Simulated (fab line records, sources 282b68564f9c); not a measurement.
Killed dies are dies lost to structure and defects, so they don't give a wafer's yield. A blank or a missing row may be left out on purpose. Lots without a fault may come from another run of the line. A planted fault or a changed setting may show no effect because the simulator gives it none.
Problem report in the 8D (eight disciplines) form, filled by code | flow rit_cmos | the parts of the form that need people (team, actions taken, sign-off) are left out

1. THE PROBLEM
run_length_s at RIT_CONTACT_STRIP_12 reads a mean of 197.4 s on 3 wafers of 2 lots; wafers without a fault read 208.0 s with a standard deviation of 0.44. That is -24 standard deviations from the usual mean.
The step: strips in O2, time 180 s.
First seen on wafer L856.2, day 6 03:02, on plasma_asher-02. The record holds 18 wafers of 6 lots with a number at this step. Rule for "out", or "out of limits": more than 4 standard deviations from the usual mean. The other wafers with a number count as sound.

2. WHAT IT IS AND WHAT IT IS NOT
question                    | is                     | is not
which readings at this step | run_length_s           | drypump_motor_current_A
which lots                  | L856, L859             | L843, L853, L861, L863
which wafers of those lots  | L856.2, L859.1, L859.5 | L856.1, L856.6, L859.2
read on which tools         | plasma_asher-02        | plasma_asher-03, plasma_asher-04
when                        | from day 6 03:02       | up to then (8 sound wafers); but 7 sound wafers of L859, L861, L863 came after

3. SUSPECTS, AND WHAT RULES EACH OUT
Counting: a tool at a process step up to the reading stays a suspect if it ran every lot that is out. Sound lots after the first of them don't rule it out here, since some wafers of a struck lot are sound.
- pecvd-01 at RIT_CONTACT_CVD_00 (deposits SiO2 from TEOS, target thk 400 nm, time 61 s): kept. It ran every lot that is out, first L856 (day 6 01:17); its last sound lot up to then is L853 (day 5 14:34).
- plasma_asher-02 at RIT_CONTACT_STRIP_12 (strips in O2, time 180 s): kept. It ran every lot that is out, first L856 (day 6 03:02); its last sound lot up to then is L843 (day 3 16:28). Its own readings are out on those wafers: run_length_s.
- Within plasma_asher-02 at RIT_CONTACT_STRIP_12: the wafers that are out ran in chamber 0; their sound lot-mates ran in chamber 1.
Left after counting: pecvd-01 at RIT_CONTACT_CVD_00, plasma_asher-02 at RIT_CONTACT_STRIP_12.

4. THE CAUSE (what the simulator had put in)
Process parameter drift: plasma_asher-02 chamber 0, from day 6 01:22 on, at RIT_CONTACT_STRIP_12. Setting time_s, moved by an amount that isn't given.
Counting left 2 suspects, and this tool is among them.

5. THE CHAIN OF EFFECTS, in route order
Each row: a reading whose mean over the struck wafers that have a number lies more than 3 standard deviations from the usual. Only readings for which the record gives a usual standard deviation are gone through. hours: the time from each lot's start at the first step in this table that gives one to its start at this step, as a median over the lots. sigmas: the change in usual standard deviations.
hours | step                 | reading      | usual   | on struck wafers | change | sigmas
0     | RIT_CONTACT_STRIP_12 | run_length_s | 208.0 s | 197.4            | -10.6  | -24
The process steps in it:
- RIT_CONTACT_STRIP_12: strips in O2, time 180 s.
Later measuring or inspecting steps at which every struck wafer that the step has a row for has a number for every such reading, and none has moved that far: RIT_CONTACT_CD_MEAS_90.

6. WHAT WOULD HAVE CAUGHT IT SOONER
In this record the first reading out of limits was taken at day 6 03:02, 2 hours after the fault began at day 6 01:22.
